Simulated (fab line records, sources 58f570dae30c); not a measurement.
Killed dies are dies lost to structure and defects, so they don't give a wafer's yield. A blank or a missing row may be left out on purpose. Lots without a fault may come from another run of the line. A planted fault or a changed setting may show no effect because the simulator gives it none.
Which tool did it? | flow berkeley_cmos170 | 14 lots, 42 wafers sampled, at 1 step of a route of 331

WHAT THE GAUGES READ, wafer by wafer
UCB170_M2_CD_MEAS_15: target cd 700 nm.
lot  | measured     | on        | cd_nm (nm)
L325 | day 8 13:32  | cd_sem-02 | 699.4 698.4 698.9
L326 | day 9 00:22  | cd_sem-02 | 696.9 697.8 697.0
L327 | day 9 02:37  | cd_sem-02 | 698.6 700.2 699.6
L329 | day 9 10:16  | cd_sem-02 | 700.6 699.9 700.4
L328 | day 9 11:59  | cd_sem-02 | 700.7 699.7 700.6
L330 | day 9 12:23  | cd_sem-02 | 701.1 700.4 701.7
L332 | day 10 10:57 | cd_sem-01 | 697.6 698.6 698.8
L333 | day 10 11:59 | cd_sem-01 | 700.0 698.4 699.0
L336 | day 10 23:10 | cd_sem-02 | 699.3 700.7 699.2
L337 | day 11 11:34 | cd_sem-01 | 701.5 700.0 700.2
L341 | day 12 04:16 | cd_sem-02 | 702.9 702.0 702.3
L342 | day 12 08:34 | cd_sem-01 | 700.0 702.4 700.9
L344 | day 12 21:59 | cd_sem-02 | 700.2 699.4 699.5
L346 | day 13 08:19 | cd_sem-02 | 697.7 697.6 698.7

WHICH TOOL RAN EACH LOT (tool, then ch and the chambers of the sampled wafers, then the start)
The record holds no process step before these readings.

WHAT THE TOOLS THEMSELVES READ (means of the sampled wafers that have a number; where no wafer has one, the mark that the record gives instead)
The record holds no such reading with a usual standard deviation.

THE ANSWER, worked out from the rows above alone
Rule: what is usual is taken from the lots themselves. Put in order of their means at a reading, lots are off if they are a third of the lots or fewer, leave a main group of 4 or more, and stand apart from it by a gap of 3 or more times the standard deviation of the main group's means; of several such gaps the widest counts. A main group whose means are all the same, to the digits that the tables above print for the reading, isn't used. A lot without any number at a reading at which 4 lots or more have one is off too. The other lots that the step has rows for count as sound. The gauges are gone through in route order, then the tools' own readings, and for those a lot's mean is taken as printed above. The first step at which some lot is off is used, and at that step the reading that is off furthest; a lot without a number counts as furthest.
No lot is off at any reading shown: from this, nothing can be told.

WHAT THE SIMULATOR HAD PUT IN
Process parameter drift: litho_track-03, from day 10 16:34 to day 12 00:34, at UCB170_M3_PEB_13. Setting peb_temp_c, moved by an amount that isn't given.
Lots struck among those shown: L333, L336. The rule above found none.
